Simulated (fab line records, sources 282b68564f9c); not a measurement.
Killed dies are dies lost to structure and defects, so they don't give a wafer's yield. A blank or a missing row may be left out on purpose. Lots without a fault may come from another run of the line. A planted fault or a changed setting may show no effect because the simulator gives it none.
Which tool did it? | flow rit_cmos | 13 lots, 39 wafers sampled, at 6 steps of a route of 202

WHAT THE GAUGES READ, wafer by wafer
RIT_PWELL_OVL_MEAS_06. Usual: PWELL_OVL -0.7 nm, standard deviation 1.4.
lot  | measured    | on         | PWELL_OVL (nm) | flag
L272 | day 2 01:19 | overlay-01 | 1.4 0.6 2.5    |
L274 | day 2 09:44 | overlay-01 | -0.1 -0.6 0.6  |
L276 | day 2 19:58 | overlay-02 | 0.7 1.7 0.5    |
L277 | day 3 05:14 | overlay-01 | 1.1 0.2 1.3    |
L278 | day 3 07:11 | overlay-01 | -0.8 -1.8 -0.2 |
L280 | day 3 16:35 | overlay-01 | -0.5 0.0 -1.3  |
L283 | day 4 06:38 | overlay-02 | -2.9 -1.4 -1.4 |
L284 | day 4 12:59 | overlay-02 | -2.0 0.5 -0.4  |
L285 | day 4 16:48 | overlay-02 | 0.9 2.3 0.2    |
L290 | day 5 18:28 | overlay-01 | 0.6 -0.8 -2.5  |
L291 | day 5 23:25 | overlay-01 | -1.1 -1.1 -0.7 |
L292 | day 6 03:52 | overlay-01 | 1.1 0.0 -2.1   |
L294 | day 6 15:44 | overlay-01 | -1.8 -2.1 -1.1 |

RIT_NRETRO_OVL_MEAS_06. Usual: NRETRO_OVL -0.4 nm, standard deviation 1.5.
lot  | measured    | on         | NRETRO_OVL (nm) | flag
L272 | day 2 08:19 | overlay-02 | 0.2 -0.6 1.9    |
L274 | day 2 17:31 | overlay-02 | 1.0 -0.4 0.0    |
L276 | day 3 05:29 | overlay-01 | -1.7 -1.5 -4.2  |
L277 | day 3 12:14 | overlay-01 | 1.6 0.9 0.1     |
L278 | day 3 15:29 | overlay-01 | -0.9 -1.4 -0.7  |
L280 | day 4 00:49 | overlay-01 | 0.3 1.3 0.9     |
L283 | day 4 13:43 | overlay-02 | -1.5 -2.8 -3.9  |
L284 | day 4 20:24 | overlay-01 | -0.5 -1.2 -0.1  |
L285 | day 5 00:29 | overlay-01 | -1.5 0.8 -0.1   |
L290 | day 6 02:15 | overlay-02 | -1.8 1.7 -1.4   |
L291 | day 6 06:47 | overlay-01 | 1.0 0.0 2.0     |
L292 | day 6 11:41 | overlay-01 | -1.4 1.5 2.5    |
L294 | day 7 00:35 | overlay-02 | -2.8 -1.6 -1.7  |

RIT_PLDD_OVL_MEAS_06. Usual: PLDD_OVL -0.7 nm, standard deviation 1.4.
lot  | measured    | on         | PLDD_OVL (nm)  | flag
L272 | day 2 23:20 | overlay-02 | 1.9 -0.5 -0.6  |
L274 | day 3 11:38 | overlay-01 | 0.4 -0.1 -0.2  |
L276 | day 3 22:07 | overlay-02 | -0.7 -1.2 -2.2 |
L277 | day 4 03:10 | overlay-02 | -4.4 -2.6 -2.7 |
L278 | day 4 05:46 | overlay-02 | -0.6 -1.3 -0.5 |
L280 | day 4 16:37 | overlay-01 | -2.6 -1.9 -1.5 |
L283 | day 5 06:29 | overlay-02 | 1.6 0.3 0.0    |
L284 | day 5 11:15 | overlay-02 | -0.6 0.1 -0.2  |
L285 | day 5 13:58 | overlay-01 | -0.6 -3.1 -0.5 |
L290 | day 6 18:49 | overlay-02 | -2.1 -2.4 -4.5 |
L291 | day 6 21:16 | overlay-02 | 0.2 1.3 -0.9   |
L292 | day 7 05:10 | overlay-01 | -1.1 0.1 -1.1  |
L294 | day 7 16:45 | overlay-01 | -1.2 -0.4 -1.5 |

RIT_SILICIDE_RS_MEAS_02: measures by four-point-probe. Usual: SILICIDE_TI_RS 52.4 ohm/sq, standard deviation 0.86.
lot  | measured    | on            | SILICIDE_TI_RS (ohm/sq) | flag
L272 | day 3 09:02 | film_metro-03 | 51.3 51.4 51.7          |
L274 | day 3 18:49 | film_metro-03 | 52.5 53.8 52.2          |
L276 | day 4 05:14 | film_metro-03 | 54.0 51.6 52.8          |
L277 | day 4 10:23 | film_metro-01 | 51.9 52.2 52.1          |
L278 | day 4 13:02 | film_metro-01 | 54.2 53.6 52.9          |
L280 | day 5 00:07 | film_metro-04 | 53.1 53.8 53.7          |
L283 | day 5 14:13 | film_metro-04 | 52.2 51.5 52.4          |
L284 | day 5 18:40 | film_metro-03 | 52.0 51.6 52.1          |
L285 | day 5 21:35 | film_metro-03 | 53.5 51.8 52.8          |
L290 | day 7 01:55 | film_metro-03 | 60.4 52.3 51.4          |
L291 | day 7 04:47 | film_metro-01 | 52.8 52.0 52.8          |
L292 | day 7 12:11 | film_metro-01 | 53.4 52.9 53.5          |
L294 | day 8 00:10 | film_metro-01 | 53.8 53.7 53.1          |

RIT_SILICIDE_THK_MEAS_03: measures by xrf. Usual: SILICIDE_TI_THK 29.8 nm, standard deviation 0.4.
lot  | measured    | on            | SILICIDE_TI_THK (nm) | flag
L272 | day 3 09:09 | film_metro-03 | 30.2 30.1 29.9       |
L274 | day 3 18:56 | film_metro-03 | 29.6 29.0 29.9       |
L276 | day 4 05:22 | film_metro-03 | 29.1 30.3 29.7       |
L277 | day 4 10:31 | film_metro-01 | 29.9 29.8 29.8       |
L278 | day 4 13:08 | film_metro-01 | 29.0 29.1 29.5       |
L280 | day 5 00:13 | film_metro-04 | 29.5 29.1 29.0       |
L283 | day 5 14:20 | film_metro-04 | 29.9 30.2 29.8       |
L284 | day 5 18:47 | film_metro-03 | 29.8 29.9 29.9       |
L285 | day 5 21:41 | film_metro-03 | 29.2 30.0 29.6       |
L290 | day 7 02:02 | film_metro-03 | 26.8 30.0 30.5       |
L291 | day 7 04:53 | film_metro-01 | 29.8 29.9 29.7       |
L292 | day 7 12:19 | film_metro-01 | 29.4 29.7 29.3       |
L294 | day 8 00:17 | film_metro-01 | 29.3 29.4 29.7       |

WHICH TOOL RAN EACH LOT (tool, then ch and the chambers of the sampled wafers, then the start)
lot  | RIT_SILICIDE_SPUTTER_01
L272 | pvd_sputter-01, day 3 08:53
L274 | pvd_sputter-01, day 3 18:40
L276 | pvd_sputter-01, day 4 05:05
L277 | pvd_sputter-02, day 4 10:14
L278 | pvd_sputter-03, day 4 12:52
L280 | pvd_sputter-03, day 4 23:56
L283 | pvd_sputter-03, day 5 14:04
L284 | pvd_sputter-02, day 5 18:31
L285 | pvd_sputter-03, day 5 21:23
L290 | pvd_sputter-03, day 7 01:46
L291 | pvd_sputter-01, day 7 04:35
L292 | pvd_sputter-02, day 7 12:02
L294 | pvd_sputter-02, day 8 00:01
- RIT_SILICIDE_SPUTTER_01: material Ti, target thk 30 nm, time 240 s.

WHAT THE TOOLS THEMSELVES READ (means of the sampled wafers that have a number; where no wafer has one, the mark that the record gives instead)
RIT_SILICIDE_SPUTTER_01. Usual: throttle_valve_pct 30.2 %, standard deviation 1.3.
lot  | tool           | throttle_valve_pct (%) | flag
L272 | pvd_sputter-01 | 31.5                   |
L274 | pvd_sputter-01 | 30.3                   |
L276 | pvd_sputter-01 | 30.1                   |
L277 | pvd_sputter-02 | 31.5                   |
L278 | pvd_sputter-03 | 29.5                   |
L280 | pvd_sputter-03 | 29.7                   |
L283 | pvd_sputter-03 | 29.4                   |
L284 | pvd_sputter-02 | 32.0                   |
L285 | pvd_sputter-03 | 30.0                   |
L290 | pvd_sputter-03 | 29.6                   |
L291 | pvd_sputter-01 | 30.5                   |
L292 | pvd_sputter-02 | 31.2                   |
L294 | pvd_sputter-02 | 30.9                   |

THE ANSWER, worked out from the rows above alone
Rule: a lot is off if the mean of its wafers that have a number lies more than 3 standard deviations from the usual mean. A lot without any number at a reading at which 4 lots or more have one is off too. The other lots that the step has rows for count as sound. The gauges are gone through in route order, then the tools' own readings, and for those a lot's mean is taken as printed above. The first step at which some lot is off is used, and at that step the reading that is off furthest; a lot without a number counts as furthest.
No lot is off at any reading shown: from this, nothing can be told.

WHAT THE SIMULATOR HAD PUT IN
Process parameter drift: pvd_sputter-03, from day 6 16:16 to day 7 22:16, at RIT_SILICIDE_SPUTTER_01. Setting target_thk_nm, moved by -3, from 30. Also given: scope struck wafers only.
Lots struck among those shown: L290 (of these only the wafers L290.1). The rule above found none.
